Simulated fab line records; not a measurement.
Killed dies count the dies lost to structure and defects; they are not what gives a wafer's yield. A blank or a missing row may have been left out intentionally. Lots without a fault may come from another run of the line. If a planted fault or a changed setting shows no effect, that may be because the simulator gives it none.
One fault seen from 2 desks / flow berkeleyCmos170 / each desk holds nothing but its own numbers, with what lay behind them at the end

== METROLOGY DESK ==
Lot by lot, what the gauges showed, no matter which tool ran the lot: averages of those sampled wafers that carry a number. Marked OUT: a lot whose mean sits more than 4 standard deviations from the usual mean, which makes it out of limits; the brackets give that distance. Of its 12 readings 7 are shown: those that lie furthest out on some lot.
Columns: A = PSD_RS at UCB170_SDANNEAL_RS_MEAS_02, usual 75.54 ohm/sq; B = PLDD_RS at UCB170_SDANNEAL_RS_MEAS_04, usual 1030.8 ohm/sq; C = NLDD_RS at UCB170_SDANNEAL_RS_MEAS_05, usual 616.3 ohm/sq; D = SILICIDE_TI_THK at UCB170_SILICIDE_THK_MEAS_03, usual 30.2 nm; E = CONTACT_PSG_THK at UCB170_CONTACT_THK_MEAS_02, usual 704 nm; F = cdNm at UCB170_CONTACT_CD_MEAS_15, usual 700.1 nm; G = M1_AL_RS at UCB170_M1_RS_MEAS_01, usual 0.0483 ohm/sq
lot=L402; first seen here=day 8 01:01; A=75.29; B=1030.2; C=616.0; D=30.5; E=709; F=699.7; G=0.0490
lot=L407; first seen here=day 9 10:17; A=75.13; B=1030.1; C=614.3; D=30.2; E=704; F=700.1; G=0.0487
lot=L408; first seen here=day 9 11:11; A=75.31; B=1026.3; C=614.4; D=30.1; E=704; F=700.1; G=0.0481
lot=L406; first seen here=day 9 12:49; A=75.94; B=1029.1; C=614.6; D=29.5; E=710; F=697.9; G=0.0482
lot=L410; first seen here=day 10 00:56; A=75.54; B=1030.7; C=615.5; D=30.0; E=697; F=699.5; G=0.0478
lot=L419; first seen here=day 11 19:22; A=75.91; B=1032.4; C=616.5; D=30.3; E=706; F=699.8; G=0.0488
lot=L421; first seen here=day 12 05:05; A=75.74; B=1034.1; C=616.5; D=30.5; E=703; F=701.3; G=0.0483
This desk's finding: nothing out of limits on any of the 7 lots.

== THE TOOL OWNER'S DESK: rtpAnneal-02 ==
The tool's own readings at UCB170_SILICIDE_RTA_04 (time 15 s): means of the sampled wafers that have a number, for each lot that ran on this tool. Marked OUT: a lot whose mean sits more than 4 standard deviations from the usual mean, which makes it out of limits; the brackets give that distance.
Columns: A = lampPowerPct at UCB170_SILICIDE_RTA_04, usual 10.0 %; B = wafer_temp_C_max at UCB170_SILICIDE_RTA_04, usual 652.3
lot=L402; first seen here=day 8 01:47; A=10.4; B=652.5
lot=L407; first seen here=day 9 11:04; A=10.4; B=652.7
lot=L408; first seen here=day 9 11:56; A=10.4; B=652.4
lot=L406; first seen here=day 9 13:34; A=10.4; B=652.6
lot=L410; first seen here=day 10 01:41; A=10.4; B=652.0
This desk's finding: nothing out of limits on any of the 5 lots.

== TAKEN TOGETHER ==
Nothing out of limits was seen by the metrology desk.
The tool owner's desk saw nothing out of limits.

== WHAT THE SIMULATOR HAD PUT IN ==
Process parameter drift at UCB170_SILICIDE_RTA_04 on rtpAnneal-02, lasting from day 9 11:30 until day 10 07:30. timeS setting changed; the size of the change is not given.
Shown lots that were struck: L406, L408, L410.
